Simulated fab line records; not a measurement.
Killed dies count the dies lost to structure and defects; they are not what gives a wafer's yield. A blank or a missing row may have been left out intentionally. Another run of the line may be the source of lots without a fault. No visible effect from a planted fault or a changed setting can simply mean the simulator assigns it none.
Which of the tools did it? / flow rit-cmos / Sampling: 14 lots, 42 wafers, 3 of 202 route steps

== WHAT EACH GAUGE READ, for each wafer ==
RIT_SILICIDE_RS_MEAS_02: uses a four-point probe to measure.
lot=L805; measured=day 3 05:52; on=film-metro-03; SILICIDE_TI_RS (ohm/sq)=48.0 49.2 48.1
lot=L806; measured=day 3 08:43; on=film-metro-01; SILICIDE_TI_RS (ohm/sq)=46.7 47.1 47.2
lot=L807; measured=day 3 13:34; on=film-metro-03; SILICIDE_TI_RS (ohm/sq)=47.5 47.1 47.0
lot=L808; measured=day 3 21:25; on=film-metro-04; SILICIDE_TI_RS (ohm/sq)=48.4 48.0 48.2
lot=L809; measured=day 3 23:56; on=film-metro-03; SILICIDE_TI_RS (ohm/sq)=48.6 48.5 48.7
lot=L810; measured=day 4 10:33; on=film-metro-04; SILICIDE_TI_RS (ohm/sq)=47.0 47.5 47.3
lot=L811; measured=day 4 12:16; on=film-metro-04; SILICIDE_TI_RS (ohm/sq)=48.6 48.5 48.0
lot=L812; measured=day 4 15:19; on=film-metro-04; SILICIDE_TI_RS (ohm/sq)=47.2 48.0 47.3
lot=L813; measured=day 4 20:36; on=film-metro-01; SILICIDE_TI_RS (ohm/sq)=48.4 49.0 48.2
lot=L814; measured=day 5 04:20; on=film-metro-01; SILICIDE_TI_RS (ohm/sq)=47.2 47.5 46.6
lot=L815; measured=day 5 09:20; on=film-metro-01; SILICIDE_TI_RS (ohm/sq)=47.4 48.7 47.6
lot=L820; measured=day 6 05:37; on=film-metro-03; SILICIDE_TI_RS (ohm/sq)=48.5 54.2 48.4 49.0 54.7 48.9
lot=L822; measured=day 6 16:31; on=film-metro-01; SILICIDE_TI_RS (ohm/sq)=47.6 53.4 47.8 47.9 53.9 48.1
lot=L827; measured=day 7 18:43; on=film-metro-03; SILICIDE_TI_RS (ohm/sq)=49.3 48.6 48.6

RIT_SILICIDE_THK_MEAS_03: measures by xrf.
lot=L805; measured=day 3 05:59; on=film-metro-03; SILICIDE_TI_THK (nm)=29.4 28.9 29.5
lot=L806; measured=day 3 08:50; on=film-metro-01; SILICIDE_TI_THK (nm)=30.5 30.4 30.3
lot=L807; measured=day 3 13:41; on=film-metro-03; SILICIDE_TI_THK (nm)=29.7 30.1 30.0
lot=L808; measured=day 3 21:31; on=film-metro-04; SILICIDE_TI_THK (nm)=29.4 29.5 29.5
lot=L809; measured=day 4 00:02; on=film-metro-03; SILICIDE_TI_THK (nm)=29.1 29.0 28.8
lot=L810; measured=day 4 10:40; on=film-metro-04; SILICIDE_TI_THK (nm)=30.1 29.7 29.8
lot=L811; measured=day 4 12:23; on=film-metro-04; SILICIDE_TI_THK (nm)=29.3 29.1 29.4
lot=L812; measured=day 4 15:25; on=film-metro-04; SILICIDE_TI_THK (nm)=29.8 29.6 29.9
lot=L813; measured=day 4 20:43; on=film-metro-01; SILICIDE_TI_THK (nm)=29.4 29.1 29.5
lot=L814; measured=day 5 04:26; on=film-metro-01; SILICIDE_TI_THK (nm)=29.9 29.7 30.1
lot=L815; measured=day 5 09:27; on=film-metro-01; SILICIDE_TI_THK (nm)=29.9 29.2 29.8
lot=L820; measured=day 6 08:46; on=film-metro-03; SILICIDE_TI_THK (nm)=29.1 26.6 29.1 29.1 26.7 29.2
lot=L822; measured=day 6 17:37; on=film-metro-01; SILICIDE_TI_THK (nm)=29.8 27.0 29.6 29.8 27.1 29.6
lot=L827; measured=day 7 18:49; on=film-metro-03; SILICIDE_TI_THK (nm)=29.0 29.3 29.2

== WHICH TOOL RAN EACH LOT (tool, then ch and the chambers of the sampled wafers, then the start) ==
lot=L805; RIT_SILICIDE_SPUTTER_01=pvd-sputter-01, day 3 05:43
lot=L806; RIT_SILICIDE_SPUTTER_01=pvd-sputter-03, day 3 08:34
lot=L807; RIT_SILICIDE_SPUTTER_01=pvd-sputter-01, day 3 13:24
lot=L808; RIT_SILICIDE_SPUTTER_01=pvd-sputter-03, day 3 21:13
lot=L809; RIT_SILICIDE_SPUTTER_01=pvd-sputter-04, day 3 23:46
lot=L810; RIT_SILICIDE_SPUTTER_01=pvd-sputter-03, day 4 10:24
lot=L811; RIT_SILICIDE_SPUTTER_01=pvd-sputter-04, day 4 12:07
lot=L812; RIT_SILICIDE_SPUTTER_01=pvd-sputter-03, day 4 15:07
lot=L813; RIT_SILICIDE_SPUTTER_01=pvd-sputter-04, day 4 20:26
lot=L814; RIT_SILICIDE_SPUTTER_01=pvd-sputter-03, day 5 04:08
lot=L815; RIT_SILICIDE_SPUTTER_01=pvd-sputter-04, day 5 09:11
lot=L820; RIT_SILICIDE_SPUTTER_01=pvd-sputter-03, day 6 05:28
lot=L822; RIT_SILICIDE_SPUTTER_01=pvd-sputter-03, day 6 16:22
lot=L827; RIT_SILICIDE_SPUTTER_01=pvd-sputter-04, day 7 18:32
- RIT_SILICIDE_SPUTTER_01: material Ti, target thk 30 nm, time 240 s.

== WHAT THE TOOLS THEMSELVES READ (means of the sampled wafers that have a number; where no wafer has one, the mark that the record gives instead) ==
RIT_SILICIDE_SPUTTER_01.
lot=L805; tool=pvd-sputter-01; throttle-valve-pct (%)=31.1
lot=L806; tool=pvd-sputter-03; throttle-valve-pct (%)=29.7
lot=L807; tool=pvd-sputter-01; throttle-valve-pct (%)=31.1
lot=L808; tool=pvd-sputter-03; throttle-valve-pct (%)=30.0
lot=L809; tool=pvd-sputter-04; throttle-valve-pct (%)=30.0
lot=L810; tool=pvd-sputter-03; throttle-valve-pct (%)=29.9
lot=L811; tool=pvd-sputter-04; throttle-valve-pct (%)=30.3
lot=L812; tool=pvd-sputter-03; throttle-valve-pct (%)=30.0
lot=L813; tool=pvd-sputter-04; throttle-valve-pct (%)=30.3
lot=L814; tool=pvd-sputter-03; throttle-valve-pct (%)=30.2
lot=L815; tool=pvd-sputter-04; throttle-valve-pct (%)=30.3
lot=L820; tool=pvd-sputter-03; throttle-valve-pct (%)=30.4
lot=L822; tool=pvd-sputter-03; throttle-valve-pct (%)=30.1
lot=L827; tool=pvd-sputter-04; throttle-valve-pct (%)=29.6

== THE ANSWER, worked out from the rows above alone ==
Rule: the usual values come from the lots themselves. The widest of any qualifying gaps counts: lots, ordered by their means at a reading, are off when they make up no more than a third of the lots, leave a main group of 4 or more, and stand apart from it by 3 or more times the standard deviation of that group's means. A main group whose means are all the same, to the digits that the tables above print for the reading, isn't used. Also off: a lot with no number at a reading for which 4 or more lots have one. The other lots that the step has rows for count as sound. The gauges are gone through in route order, then the tools' own readings, and for those a lot's mean is taken as printed above. The first step at which some lot is off is used, and at that step the reading that is off furthest; a lot without a number counts as furthest.
No lot is off on any of the readings shown, so nothing can be concluded from this.

== WHAT THE SIMULATOR HAD INSERTED ==
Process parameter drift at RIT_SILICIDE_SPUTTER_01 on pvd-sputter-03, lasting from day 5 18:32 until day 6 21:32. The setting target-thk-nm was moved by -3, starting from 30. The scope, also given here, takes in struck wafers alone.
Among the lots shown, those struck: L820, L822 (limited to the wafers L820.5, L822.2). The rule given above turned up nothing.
